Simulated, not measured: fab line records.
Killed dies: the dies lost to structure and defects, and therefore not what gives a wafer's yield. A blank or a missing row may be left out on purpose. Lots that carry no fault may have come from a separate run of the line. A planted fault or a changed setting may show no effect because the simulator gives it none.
fab line records	flow berkeley-cmos170
[record] lots = 14	wafers = 42	last-day = 12
route steps=331 shown SILICIDE@214 CONTACT@224 V1@254
lots untouched by any fault: they come from a run of this same line in which no faults occurred
start-h: the number of hours between the record's first day and the start of the first shown wafer of the lot	wait-h: hours from the lot's prior step to this one	" the same as in the row above	L1.1+2: a row that stands for several wafers	- value missing, or start not given	* or withheld: withheld	< > ~ a bound
route shown NAME@n: names a module that has steps shown in the file, with the first one's number in the route	usual: mean/standard deviation of fault-free wafers	same: alike in all rows	chamber/n: place in a boat	sites: per-site readings	_std_site: standard deviation across them	_edge_site: inner sites' mean taken away from outer sites' mean	radius-mm: how far each site lies from the wafer's centre	mask NAME#n: copy n	behind: the most recent tool/chamber to have shaped the wafer	hold: what put the lot on hold/how long, in hours/how the hold closed	device: which transistor (n, p or np) failed to switch	end of line: tests of these same wafers at the route's end	for a step that has no rows: nothing shown but its recipe	killed: the dies lost at the first sort to structure and to defects; this is not the yield of the wafer	map: shows each die of a wafer: x if killed, . if not, _ if none is there
set.NAME: the setting that was run; set.NAME@STEP: the one run at that earlier step	model.NAME: the simulator's own value behind a step, which no gauge read
the route's steps for a sample of lots (tables are steps, rows are wafers)
services: from which hour (start-h, from the record's first day; less than 0 if before it) a tool's chamber was out of use, for how many hours, and why
[[steps]]
[step UCB170_SILICIDE_RTA_04]
[recipe] temp-c = 650	time-s = 15	ambient = N2
[usual] chamber-o2-ppm = 2.002/0.024	lamp-power-pct = 10.0/0.61	wafer_temp_C_max = 652.8/0.6
lot.wafer	tool	chamber	start-h	wait-h	chamber-o2-ppm	lamp-power-pct	wafer_temp_C_max
L283.1	rtp-anneal-02	0	172.51	0.1	1.996	9.4	654.0
L283.4	"	0	"	"	2.006	9.4	653.1
L283.6	"	0	"	"	1.993	9.4	652.9
L289.1	rtp-anneal-02	0	186.07	0.1	2.011	9.5	653.1
L289.4	"	0	"	"	1.989	9.4	652.6
L289.5	"	0	"	"	1.996	9.4	652.3
L286.1	rtp-anneal-01	0	186.23	0.1	1.967	10.7	652.3
L286.2	"	0	"	"	2.007	10.7	652.8
L286.6	"	0	"	"	1.960	10.7	652.2
L288.1	rtp-anneal-02	0	186.59	0.1	1.995	9.4	653.1
L288.2	"	0	"	"	2.010	9.4	652.4
L288.6	"	0	"	"	1.990	9.4	653.3
L285.1	rtp-anneal-01	0	186.64	0.1	2.000	10.7	652.6
L285.2	"	0	"	"	1.998	10.7	653.1
L285.3	"	0	"	"	2.020	10.7	652.3
L292.2	rtp-anneal-02	0	203.72	0.1	1.963	9.4	652.5
L292.3	"	0	"	"	1.962	9.4	652.7
L292.6	"	0	"	"	1.987	9.4	653.9
L290.2	rtp-anneal-01	0	203.90	0.1	1.989	10.7	653.8
L290.4	"	0	"	"	1.979	10.7	652.3
L290.6	"	0	"	"	2.041	10.7	653.2
L291.2	rtp-anneal-02	0	204.19	0.1	1.987	9.4	654.4
L291.4	"	0	"	"	1.993	9.4	653.9
L291.6	"	0	"	"	1.985	9.4	652.4
L301.1	rtp-anneal-02	0	240.36	0.1	2.029	9.4	652.1
L301.2	"	0	"	"	1.987	9.4	652.1
L301.4	"	0	"	"	2.036	9.4	652.0
L302.2	rtp-anneal-01	0	240.62	0.1	2.003	10.7	652.5
L302.4	"	0	"	"	2.011	10.7	652.6
L302.5	"	0	"	"	1.993	10.7	652.3
L300.2	rtp-anneal-02	0	241.52	0.1	2.004	9.4	653.3
L300.3	"	0	"	"	2.027	9.4	652.5
L300.5	"	0	"	"	2.005	9.4	653.1
L304.1	rtp-anneal-02	0	257.61	0.1	1.971	9.4	652.2
L304.4	"	0	"	"	1.976	9.4	652.8
L304.6	"	0	"	"	1.953	9.4	652.3
L305.2	rtp-anneal-02	0	271.74	0.1	1.960	9.4	652.5
L305.3	"	0	"	"	1.986	9.4	651.4
L305.6	"	0	"	"	1.974	9.4	653.1
L306.1	rtp-anneal-02	0	272.04	0.1	2.043	9.4	652.7
L306.4	"	0	"	"	2.013	9.4	653.1
L306.5	"	0	"	"	2.017	9.4	652.7
[step UCB170_CONTACT_RTA_08]
[recipe] temp-c = 900	time-s = 10	ambient = N2
[usual] chamber-o2-ppm = 1.997/0.024	lamp-power-pct = 23.5/1.5	wafer_temp_C_max = 903.9/0.76
lot.wafer	tool	chamber	start-h	wait-h	chamber-o2-ppm	lamp-power-pct	wafer_temp_C_max
L283.1	rtp-anneal-01	0	176.34	0.0	1.971	24.9	903.8
L283.4	"	0	"	"	1.992	24.9	903.3
L283.6	"	0	"	"	1.998	24.9	904.9
L289.1	rtp-anneal-01	0	188.98	0.0	1.988	24.9	904.9
L289.4	"	0	"	"	1.968	24.9	904.0
L289.5	"	0	"	"	1.988	24.9	904.2
L285.1	rtp-anneal-01	0	190.85	0.0	1.989	24.9	902.4
L285.2	"	0	"	"	1.967	24.9	904.2
L285.3	"	0	"	"	1.984	24.9	903.6
L288.1	rtp-anneal-02	0	190.85	0.0	2.009	22.0	904.2
L288.2	"	0	"	"	1.974	22.0	904.8
L288.6	"	0	"	"	1.992	22.0	903.1
L286.1	rtp-anneal-02	0	191.04	0.0	1.958	22.0	903.0
L286.2	"	0	"	"	1.975	22.0	904.1
L286.6	"	0	"	"	1.978	22.0	903.5
L291.2	rtp-anneal-01	0	207.49	0.0	1.990	24.9	904.5
L291.4	"	0	"	"	2.001	24.9	903.6
L291.6	"	0	"	"	1.985	24.9	903.0
L292.2	rtp-anneal-02	0	207.51	0.0	2.042	22.0	904.4
L292.3	"	0	"	"	2.035	22.0	902.6
L292.6	"	0	"	"	2.033	22.0	903.3
L290.2	rtp-anneal-01	0	207.64	0.0	1.968	24.9	905.0
L290.4	"	0	"	"	1.979	24.9	904.0
L290.6	"	0	"	"	1.997	24.9	903.9
L301.1	rtp-anneal-01	0	245.94	0.0	1.983	24.9	903.8
L301.2	"	0	"	"	1.984	24.9	905.8
L301.4	"	0	"	"	1.973	24.9	904.9
L302.2	rtp-anneal-02	0	245.95	0.0	2.008	22.0	905.1
L302.4	"	0	"	"	1.972	22.0	903.1
L302.5	"	0	"	"	1.978	22.0	904.8
L300.2	rtp-anneal-01	0	246.02	0.1	2.039	24.9	904.2
L300.3	"	0	"	"	2.040	24.9	903.4
L300.5	"	0	"	"	2.041	24.9	902.9
L304.1	rtp-anneal-02	0	261.30	0.0	1.986	22.0	904.6
L304.4	"	0	"	"	1.995	22.0	904.0
L304.6	"	0	"	"	2.025	22.0	904.5
L305.2	rtp-anneal-01	0	275.73	0.0	1.974	24.9	903.1
L305.3	"	0	"	"	2.043	24.9	904.5
L305.6	"	0	"	"	1.993	24.9	903.9
L306.1	rtp-anneal-02	0	275.88	0.0	1.968	22.0	903.2
L306.4	"	0	"	"	1.964	22.0	903.4
L306.5	"	0	"	"	1.980	22.0	904.0
[step UCB170_CONTACT_EXPOSE_12]
[recipe] mask-id = CONT	target-cd-nm = 700	na = 0.5	sigma-outer = 0.6	source-shape = conventional	dose-mj = 35
[usual] stage-vel-mm-s = 499.96/0.23
lot.wafer	tool	chamber	start-h	wait-h	mask	stage-vel-mm-s
L283.1	krf-scanner-01	0	176.98	-	CONT#0	500.13
L283.4	"	0	"	"	CONT#0	500.28
L283.6	"	0	"	"	CONT#0	499.42
L289.1	krf-scanner-01	0	189.62	-	CONT#0	500.09
L289.4	"	0	"	"	CONT#0	499.99
L289.5	"	0	"	"	CONT#0	500.00
L288.1	krf-scanner-01	0	191.84	-	CONT#0	499.84
L288.2	"	0	"	"	CONT#0	500.26
L288.6	"	0	"	"	CONT#0	500.06
L285.1	krf-scanner-01	0	191.96	-	CONT#0	499.84
L285.2	"	0	"	"	CONT#0	499.97
L285.3	"	0	"	"	CONT#0	499.78
L286.1	krf-scanner-02	0	192.40	-	CONT#0	499.87
L286.2	"	0	"	"	CONT#0	500.31
L286.6	"	0	"	"	CONT#0	500.10
L291.2	krf-scanner-01	0	208.98	-	CONT#0	499.48
L291.4	"	0	"	"	CONT#0	499.79
L291.6	"	0	"	"	CONT#0	500.00
L292.2	krf-scanner-02	0	209.22	-	CONT#0	499.69
L292.3	"	0	"	"	CONT#0	499.77
L292.6	"	0	"	"	CONT#0	499.90
L290.2	krf-scanner-01	0	209.46	-	CONT#0	500.14
L290.4	"	0	"	"	CONT#0	500.29
L290.6	"	0	"	"	CONT#0	499.76
L302.2	krf-scanner-02	0	246.93	-	CONT#0	500.14
L302.4	"	0	"	"	CONT#0	499.96
L302.5	"	0	"	"	CONT#0	499.89
L301.1	krf-scanner-02	0	247.16	-	CONT#0	500.08
L301.2	"	0	"	"	CONT#0	500.12
L301.4	"	0	"	"	CONT#0	499.85
L300.2	krf-scanner-02	0	247.63	-	CONT#0	500.18
L300.3	"	0	"	"	CONT#0	500.06
L300.5	"	0	"	"	CONT#0	500.35
L304.1	krf-scanner-02	0	261.94	-	CONT#0	499.63
L304.4	"	0	"	"	CONT#0	499.98
L304.6	"	0	"	"	CONT#0	499.88
L305.2	krf-scanner-02	0	276.80	-	CONT#0	499.63
L305.3	"	0	"	"	CONT#0	500.04
L305.6	"	0	"	"	CONT#0	499.90
L306.1	krf-scanner-02	0	276.89	-	CONT#0	499.95
L306.4	"	0	"	"	CONT#0	499.78
L306.5	"	0	"	"	CONT#0	499.79
[step UCB170_CONTACT_CD_MEAS_15]
[recipe] target-cd-nm = 700
[usual] cd-nm = 700.5/1.5
lot.wafer	tool	chamber	start-h	wait-h	cd-nm
L283.1	cd-sem-01	-	177.37	-	700.3
L283.4	"	-	"	"	700.7
L283.6	"	-	"	"	701.3
L289.1	cd-sem-01	-	190.65	-	697.8
L289.4	"	-	"	"	697.5
L289.5	"	-	"	"	697.8
L288.1	cd-sem-02	-	193.12	-	699.1
L288.2	"	-	"	"	700.4
L288.6	"	-	"	"	701.1
L285.1	cd-sem-01	-	193.45	-	699.3
L285.2	"	-	"	"	699.0
L285.3	"	-	"	"	698.4
L286.1	cd-sem-02	-	193.52	-	700.5
L286.2	"	-	"	"	700.3
L286.6	"	-	"	"	700.7
L291.2	cd-sem-02	-	210.30	-	727.3
L291.4	"	-	"	"	720.4
L291.6	"	-	"	"	712.1
L292.2	cd-sem-02	-	210.68	-	700.1
L292.3	"	-	"	"	702.1
L292.6	"	-	"	"	703.0
L290.2	cd-sem-02	-	210.95	-	726.9
L290.4	"	-	"	"	710.3
L290.6	"	-	"	"	714.0
L302.2	cd-sem-01	-	248.65	-	701.7
L302.4	"	-	"	"	702.8
L302.5	"	-	"	"	701.5
L301.1	cd-sem-02	-	249.16	-	698.6
L301.2	"	-	"	"	699.7
L301.4	"	-	"	"	698.2
L300.2	cd-sem-01	-	249.38	-	697.2
L300.3	"	-	"	"	699.6
L300.5	"	-	"	"	698.1
L304.1	cd-sem-02	-	262.93	-	701.1
L304.4	"	-	"	"	700.8
L304.6	"	-	"	"	700.8
L305.2	cd-sem-01	-	277.40	-	701.4
L305.3	"	-	"	"	701.7
L305.6	"	-	"	"	701.0
L306.1	cd-sem-02	-	277.65	-	702.3
L306.4	"	-	"	"	701.9
L306.5	"	-	"	"	701.6
[step UCB170_V1_CVD_00]
[recipe] material = SiO2	target-thk-nm = 2000	temp-c = 390	precursor = TEOS/O2	time-s = 250	rf-w = 550	pressure-mtorr = 9000
[usual] heater-power-w = 258/60
lot.wafer	tool	chamber	start-h	wait-h	heater-power-w
L283.1	pecvd-02	2	185.56	0.0	229
L283.4	"	2	"	"	284
L283.6	"	0	"	"	238
L288.1	pecvd-03	0	198.19	0.0	228
L288.2	"	1	"	"	336
L288.6	"	0	"	"	279
L289.1	pecvd-02	2	198.19	0.0	240
L289.4	"	1	"	"	250
L289.5	"	2	"	"	295
L285.1	pecvd-04	1	198.35	0.2	265
L285.2	"	2	"	"	363
L285.3	"	0	"	"	228
L286.1	pecvd-02	2	200.61	0.0	289
L286.2	"	1	"	"	178
L286.6	"	1	"	"	238
L290.2	pecvd-03	0	218.63	0.0	260
L290.4	"	0	"	"	196
L290.6	"	0	"	"	269
L291.2	pecvd-02	0	218.63	0.0	330
L291.4	"	2	"	"	202
L291.6	"	0	"	"	242
L292.2	pecvd-04	1	218.63	0.0	214
L292.3	"	0	"	"	231
L292.6	"	2	"	"	287
L301.1	pecvd-04	2	256.25	0.0	285
L301.2	"	0	"	"	192
L301.4	"	2	"	"	377
L302.2	pecvd-03	0	256.25	0.0	254
L302.4	"	0	"	"	193
L302.5	"	1	"	"	359
L300.2	pecvd-03	1	256.41	0.2	354
L300.3	"	2	"	"	247
L300.5	"	1	"	"	261
L304.1	pecvd-02	0	271.59	0.0	289
L304.4	"	0	"	"	342
L304.6	"	2	"	"	208
L305.2	pecvd-02	2	285.91	0.0	209
L305.3	"	0	"	"	328
L305.6	"	0	"	"	240
L306.1	pecvd-03	2	285.91	0.0	291
L306.4	"	2	"	"	205
L306.5	"	0	"	"	192
[[services]]
tool	chamber	start-h	hours	kind
pecvd-03	0	149.50	-	clean
pecvd-03	1	149.50	-	clean
pecvd-03	2	149.50	-	clean
krf-scanner-02	-	170.30	1.0	pm
pecvd-04	-	185.95	2.8	pm
pecvd-02	2	186.25	4.4	repair
krf-scanner-01	-	204.33	4.4	pm
pecvd-03	2	214.35	13.4	repair
krf-scanner-01	-	226.72	3.6	pm
krf-scanner-02	-	230.32	1.3	pm
pecvd-02	-	242.50	14.0	pm
pecvd-02	0	242.50	14.0	vent-cycle
pecvd-02	1	242.50	14.0	vent-cycle
pecvd-02	2	242.50	14.0	vent-cycle
krf-scanner-01	-	250.98	1.3	pm
krf-scanner-02	-	255.79	4.0	pm
pecvd-02	0	256.50	-	clean
pecvd-02	1	256.50	-	clean
pecvd-02	2	256.50	-	clean
krf-scanner-02	-	263.94	0.8	pm
krf-scanner-02	0	264.58	-	calibration
rtp-anneal-01	-	271.59	3.7	pm
krf-scanner-01	-	283.87	0.8	pm
[[key]]
[first-sign] step = UCB170_CONTACT_CD_MEAS_15	reading = cd-nm	direction = up	sigmas = 12	usual = 700.5	struck = 718.5
effect none on later readings
met-at UCB170_CONTACT_EXPOSE_12
struck-lots L290,L291
tester-left-out L290,L291
not-acting-at UCB170_SILICIDE_RTA_04,UCB170_CONTACT_RTA_08,UCB170_V1_CVD_00
onset-between 191.96 208.98
[fault] kind = process-parameter-drift	tool = krf-scanner-01	chamber = -	onset-h = 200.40	steps = UCB170_CONTACT_EXPOSE_12	channel = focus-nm	offset = 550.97	spread-by-wafer = 0.3	shape = step	end-h = 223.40
// tester-left-out: of these lots the tester's yield and bins aren't shown, on N5 and GAA mostly nor the transistor test; their killed dies are dies lost to structure and defects alone, not to doping, threshold or leakage, so they don't give the yield
